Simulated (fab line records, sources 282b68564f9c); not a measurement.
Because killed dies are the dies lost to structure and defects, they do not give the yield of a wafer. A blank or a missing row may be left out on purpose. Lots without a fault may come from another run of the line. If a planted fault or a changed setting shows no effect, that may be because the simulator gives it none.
8D (eight disciplines) problem report, filled in by code ; flow rit cmos ; the parts of the form that need people (team, actions taken, sign-off) are left out

== 1. THE ISSUE ==
developer temp C at RIT_PSD_DEVELOP_05 reads a mean of 20.65 C on 6 wafers of 2 lots; wafers without a fault read 22.99 C with a standard deviation of 0.11. Measured from the usual mean, that is -21 standard deviations.
The step: develop time 50 s.
First observed at day 4 06:00: wafer L637.2, on litho track-01. The record has a number at this step for 42 wafers belonging to 14 lots. By rule, "out" or "out of limits" means more than 4 standard deviations away from the usual mean. The other wafers with a number count as sound.

== 2. WHAT IT IS; WHAT IT IS NOT ==
question;is;is not
which readings at this step;developer temp C;resist line temp C
which lots;L637, L639;L633, L634, L635, L646, L649, L650, L651, L652, L653, L654, L655, L656
which wafers of those lots;all that have a number;-
read on which tools;litho track-01;litho track-03, litho track-04
when;from day 4 06:00;"up to then (9 sound wafers); but 27 sound wafers of L646, L649, L650, L651, L652, L653, L654, L655, L656 came after"

== 3. WHAT RULES OUT EACH SUSPECT ==
Counting: any tool at a process step up to the reading is kept as a suspect provided that every lot that is out went through it and no sound lot did after the first of them.
- litho track-01 at RIT_PSD_DEVELOP_05 (develop time 50 s): ruled out as a lasting fault. After its first lot that is out, L637 (day 4 06:00), sound lots L649, L653, L656 ran on it.
Left after counting: nothing in the record.

== 4. THE CAUSE (what the simulator had put in) ==
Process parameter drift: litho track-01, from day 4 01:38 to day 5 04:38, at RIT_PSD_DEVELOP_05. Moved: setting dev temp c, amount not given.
Counting ruled it out, wrongly.

== 5. SEQUENCE OF EFFECTS, ordered by route ==
Rows list readings where the struck wafers' mean (over those with a number) sits beyond 3 standard deviations from the usual. Only readings whose record carries a usual standard deviation are examined. hours: median over the lots of the time between each lot's start at the first step of this table that gives one and its start at this step. sigmas: the change, counted in usual standard deviations.
hours;step;reading;usual;on struck wafers;change;sigmas
0;RIT_PSD_DEVELOP_05;developer temp C;22.99 C;20.65;-2.34;-21
The process steps in it:
- RIT_PSD_DEVELOP_05: develop time 50 s.

== 6. HOW IT WOULD HAVE BEEN CAUGHT EARLIER ==
In this record the first reading out of limits was taken at day 4 06:00, 4 hours after the fault began at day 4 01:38.
